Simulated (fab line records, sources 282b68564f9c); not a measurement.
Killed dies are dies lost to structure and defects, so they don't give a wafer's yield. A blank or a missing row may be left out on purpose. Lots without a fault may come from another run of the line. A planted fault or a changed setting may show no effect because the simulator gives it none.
A struck lot beside a sound one | flow rit_cmos | 20 steps out of a route of 202
Sound: wafers L689.1, L689.2, L689.6. Struck: wafers L696.1, L696.2, L696.4. The cause comes at the end.
At each step with rows: each side's tool, then ch and its chambers, then its first start. Under that, the readings that differ: sound wafers | struck wafers | difference of the means | sigmas: that difference in standard deviations of wafers without a fault.
alike: readings whose means differ by less than 2 such deviations, and words and numbers that are the same on both sides. not compared: withheld readings, readings that some wafer has no value for, bounds like >300 that may hide the same value, and numbers for which the record gives no deviation and whose values overlap.
The two part at a step that has a row with sigmas, a row that says differs or no value, or rows on one side only. Numbers that don't overlap but have no deviation are shown without sigmas and don't part them. A reading that every wafer of one side lacks parts them only if that side has two wafers or more.

first, 2 steps without rows for these wafers: RIT_NWELL_HARDBAKE_07 (time 120 s); RIT_NWELL_IMPLANT_08.
RIT_NWELL_STRIP_09: strips in O2, time 180 s.
  sound on plasma_asher-01 ch 0,1, day 3 23:05; struck on plasma_asher-04 ch 0,1, day 5 09:57
  reading                     | sound       | struck      | difference | sigmas
  drypump_motor_current_A (A) | 5.5 5.4 5.4 | 6.6 6.2 6.6 | +1.0       | +2
  alike: rf_refl_power_W
  not compared: rf_hours_counter_h
RIT_NWELL_TW_MEAS_10:
  sound on film_metro-02, day 3 23:16; struck on film_metro-04, day 5 10:07
  alike: NWELL_TW
then, 6 steps without rows for these wafers: RIT_PWELL_HMDS_00 (prime time 60 s); RIT_PWELL_COAT_01 (resist thk 1300 nm); RIT_PWELL_SOFTBAKE_02 (time 60 s); RIT_PWELL_EXPOSE_03 (exposes mask M3, target cd 43700 nm); RIT_PWELL_PEB_04; RIT_PWELL_DEVELOP_05 (develop time 68 s).
RIT_PWELL_OVL_MEAS_06:
  sound on overlay-01, day 4 00:19; struck on overlay-01, day 5 11:04
  alike: PWELL_OVL
then, 1 step without rows for these wafers: RIT_PWELL_HARDBAKE_07 (time 120 s).
RIT_PWELL_IMPLANT_08:
  sound on implanter-04 ch 0, day 4 00:37; struck on implanter-02 ch 0, day 5 11:21
  reading       | sound                         | struck                        | difference | sigmas
  dose_ions_cm2 | 7.003e+13 7.001e+13 6.999e+13 | 7.398e+13 7.406e+13 7.408e+13 | +4.030e+12 | +57
  alike: end_station_pressure_torr
RIT_PWELL_STRIP_09: strips in O2, time 180 s.
  sound on plasma_asher-04 ch 0,1, day 4 00:46; struck on plasma_asher-04 ch 0,1, day 5 11:30
  alike: drypump_motor_current_A, rf_refl_power_W
  not compared: rf_hours_counter_h
RIT_PWELL_TW_MEAS_10:
  sound on film_metro-02, day 4 00:56; struck on film_metro-04, day 5 11:40
  alike: PWELL_TW
then, 1 step without rows for these wafers: RIT_WELLDRIVE_ANNEAL_00 (time 14700 s).
RIT_WELLDRIVE_RS_MEAS_01: measures by four-point-probe.
  sound on film_metro-03, day 4 06:13; struck on film_metro-03, day 5 16:49
  alike: NWELL_RS
RIT_WELLDRIVE_RS_MEAS_02: measures by four-point-probe.
  sound on film_metro-03, day 4 06:20; struck on film_metro-03, day 5 16:56
  reading           | sound             | struck            | difference | sigmas
  PWELL_RS (ohm/sq) | 428.6 428.0 428.9 | 412.1 413.0 413.3 | -15.7      | -9
then, 1 step without rows for these wafers: RIT_NRETRO_HMDS_00 (prime time 60 s).
RIT_M1_PROBE_99:
  sound on prober-02, day 5 10:47; struck on prober-01, day 6 21:13
  reading                                 | sound             | struck            | difference | sigmas
  model.etest.pwell_pinched.rs_ohm_sq     | 467.9 460.3 471.9 | 438.2 450.9 449.7 | -20.4      |
  model.etest.pwell.rs_ohm_sq             | 419.1 414.7 419.4 | 396.6 399.3 399.6 | -19.2      |
  model.etest.diode_nplus_pwell.bv_v (V)  | 6.007 5.994 5.99  | 5.86 5.86 5.828   | -0.15      |
  model.etest.nmos_0p15.bv_v (V)          | 5.49 5.497 5.447  | 5.436 5.428 5.413 | -0.052     |
  model.etest.nmos_0p3.bv_v (V)           | 5.49 5.497 5.447  | 5.436 5.428 5.413 | -0.052     |
  model.etest.diode_nplus_comb.cj_ff_um2  | 2.656 2.635 2.675 | 2.703 2.747 2.734 | +0.073     |
  model.etest.diode_nplus_pwell.cj_ff_um2 | 2.065 2.047 2.065 | 2.12 2.11 2.129   | +0.06      |
  alike: killed_at_front_end, killed_dies, killed_open, killed_short
  not compared: model.etest.cap_n_gate.c_min_ff_um2

WHERE THEY PART
First at RIT_NWELL_STRIP_09; last, within this record, at RIT_WELLDRIVE_RS_MEAS_02. Later steps at which nothing parts them and some readings are alike: RIT_M1_PROBE_99.

WHY: what the simulator had put in
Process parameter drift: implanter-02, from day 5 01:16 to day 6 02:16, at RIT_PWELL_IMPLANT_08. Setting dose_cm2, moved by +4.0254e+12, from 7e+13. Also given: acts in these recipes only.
